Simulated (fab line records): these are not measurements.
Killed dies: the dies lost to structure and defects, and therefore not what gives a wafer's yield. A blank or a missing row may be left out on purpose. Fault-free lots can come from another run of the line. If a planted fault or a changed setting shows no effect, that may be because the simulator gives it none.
Struck lot and sound lot, side by side + flow rit-cmos + 15 steps out of a route of 202
Sound: wafers L727.1, L727.3, L727.6. Wafers struck: L741.3, L741.4, L741.6. The cause comes at the end.
Each step with rows lists, per side, the tool, then ch with its chambers, then its first start. Under that, the readings that differ: sound wafers + struck wafers + difference of the means + sigmas: that difference in standard deviations of wafers without a fault.
alike: a reading whose means differ by less than 2 such deviations, as well as words and numbers matching on both sides. not compared: withheld readings; readings where some wafer has no value; bounds like >300 that might hide an equal value; numbers whose values overlap and for which the record gives no deviation.
A row with sigmas, a row that says differs or no value, or rows on one side alone: a step with any of these is where the two part. Numbers that don't overlap but have no deviation are shown without sigmas and don't part them. A reading missing from all wafers of one side parts the sides only when that side holds two or more wafers.

RIT_GATE_THK_MEAS_07:
  sound: film-metro-03 at day 2 09:10; struck: film-metro-03 at day 5 12:25
  alike: GATE_OXIDE_THK
then, 1 step without rows for these wafers: RIT_GATE_CVD_08 (deposits poly-Si from SiH4, target thk 250 nm, time 2220 s).
RIT_GATE_THK_MEAS_09:
  sound: film-metro-01 at day 2 10:50; struck: film-metro-03 at day 5 14:06
  alike: GATE_POLY_THK
then, 6 steps without rows for these wafers: RIT_GATE_HMDS_10 (prime time 60 s); RIT_GATE_COAT_11 (resist thk 850 nm); RIT_GATE_SOFTBAKE_12 (time 60 s); RIT_GATE_EXPOSE_13 (exposes mask M6, target cd 150 nm); RIT_GATE_PEB_14; RIT_GATE_DEVELOP_15 (develop time 50 s).
RIT_GATE_CD_MEAS_16: the cd target is 150 nm.
  sound: cd-sem-01 at day 2 11:45; struck: cd-sem-01 at day 5 15:02
  alike: cd-nm
RIT_GATE_OVL_MEAS_17:
  sound: overlay-02 at day 2 11:52; struck: overlay-01 at day 5 15:07
  alike: GATE_OVL
then, 1 step without rows for these wafers: RIT_GATE_HARDBAKE_18 (time 60 s).
RIT_GATE_ETCH_19: etches poly-Si in SF6/CHF3/O2, stops on SiO2, time 165 s, target depth 312.5 nm.
  sound on rie-si-02 ch 1,2,3, day 2 12:03; struck on rie-si-02 ch 0,1, day 5 15:22
| reading                                   | sound             | struck            | difference | sigmas |
|-------------------------------------------|-------------------|-------------------|------------|--------|
| model.NOVOLAK_of_GATE_COAT_11.thk-nm (nm) | 670.4 668.5 666.3 | 680.6 680.1 680.2 | +11.9      |        |
  alike: O2_flow_sccm, drypump-motor-current-A, oes-product-au, throttle-valve-pct
  not compared: rf-hours-counter-h
RIT_GATE_STRIP_20: strips in O2, time 180 s.
  sound on plasma-asher-04 ch 1, day 2 12:10; struck on plasma-asher-02 ch 0,1, day 5 15:32
  alike: drypump-motor-current-A
  not compared: rf-hours-counter-h
RIT_M1_PROBE_99:
  sound: prober-01 at day 3 08:17; struck: prober-01 at day 6 15:37
| reading                                          | sound               | struck              | difference | sigmas |
|--------------------------------------------------|---------------------|---------------------|------------|--------|
| model.etest.poly-comb-over-steps.leak-log10-a-um | -12.6 -12.91 -12.74 | -7.214 -8.19 -8.148 | +4.899     |        |
  alike: killed-at-front-end, killed-dies, killed-open, killed-short

WHERE THEY PART
Nowhere in this record.

WHY: what the simulator had put in
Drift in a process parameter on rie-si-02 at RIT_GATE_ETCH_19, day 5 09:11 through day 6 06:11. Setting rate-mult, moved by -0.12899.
